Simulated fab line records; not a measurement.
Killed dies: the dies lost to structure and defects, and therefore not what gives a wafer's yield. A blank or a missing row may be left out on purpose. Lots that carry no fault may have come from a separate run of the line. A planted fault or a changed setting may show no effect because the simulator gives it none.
Which of the tools did it? | flow berkeley cmos170 | 7 lots, 21 wafers sampled, at 3 steps of a route of 331

## WHAT THE GAUGES READ, wafer by wafer
UCB170_CONTACT_THK_MEAS_02.
lot  | measured     | on            | CONTACT_PSG_THK (nm)
L818 | day 8 11:18  | film metro-03 | 707 703 707
L819 | day 8 12:46  | film metro-02 | 704 707 703
L822 | day 9 11:12  | film metro-04 | 699 699 701
L824 | day 9 13:00  | film metro-03 | 709 709 704
L827 | day 9 19:24  | film metro-04 | 704 704 705
L831 | day 11 05:12 | film metro-02 | 706 702 702
L837 | day 12 11:31 | film metro-02 | 697 697 697

## WHAT TOOL EACH LOT RAN ON (gives the tool, then ch and the chambers of the sampled wafers, and finally the start)
lot  | UCB170_BACKSIDE_STRIP_03             | UCB170_SILICIDE_RTA_04
L818 | plasma asher-04 ch 0,1, day 8 07:56  | rtp anneal-01 ch 0, day 8 09:15
L819 | plasma asher-03 ch 0,1, day 8 08:20  | rtp anneal-01 ch 0, day 8 09:45
L822 | plasma asher-04 ch 0,1, day 9 07:59  | rtp anneal-02 ch 0, day 9 09:08
L824 | plasma asher-04 ch 0,1, day 9 08:30  | rtp anneal-01 ch 0, day 9 09:40
L827 | plasma asher-03 ch 0,1, day 9 16:10  | rtp anneal-01 ch 0, day 9 17:20
L831 | plasma asher-01 ch 0,1, day 11 01:25 | rtp anneal-01 ch 0, day 11 02:35
L837 | plasma asher-04 ch 0,1, day 12 07:26 | rtp anneal-01 ch 0, day 12 08:35
- UCB170_BACKSIDE_STRIP_03: strips in O2.
- UCB170_SILICIDE_RTA_04: time 15 s.

## THE ANSWER, worked out from the rows above alone
Rule: the usual values come from the lots themselves. Put in order of their means at a reading, lots are off if they are a third of the lots or fewer, leave a main group of 4 or more, and stand apart from it by a gap of 3 or more times the standard deviation of the main group's means; of several such gaps the widest counts. If all means in a main group match to the digits the tables above print for the reading, that group is not used. Also off: a lot with no number at a reading for which 4 or more lots have one. The other lots that the step has rows for count as sound.
Across all readings shown, no lot is off: no conclusion can be drawn from this.

## WHAT WAS PUT IN BY THE SIMULATOR
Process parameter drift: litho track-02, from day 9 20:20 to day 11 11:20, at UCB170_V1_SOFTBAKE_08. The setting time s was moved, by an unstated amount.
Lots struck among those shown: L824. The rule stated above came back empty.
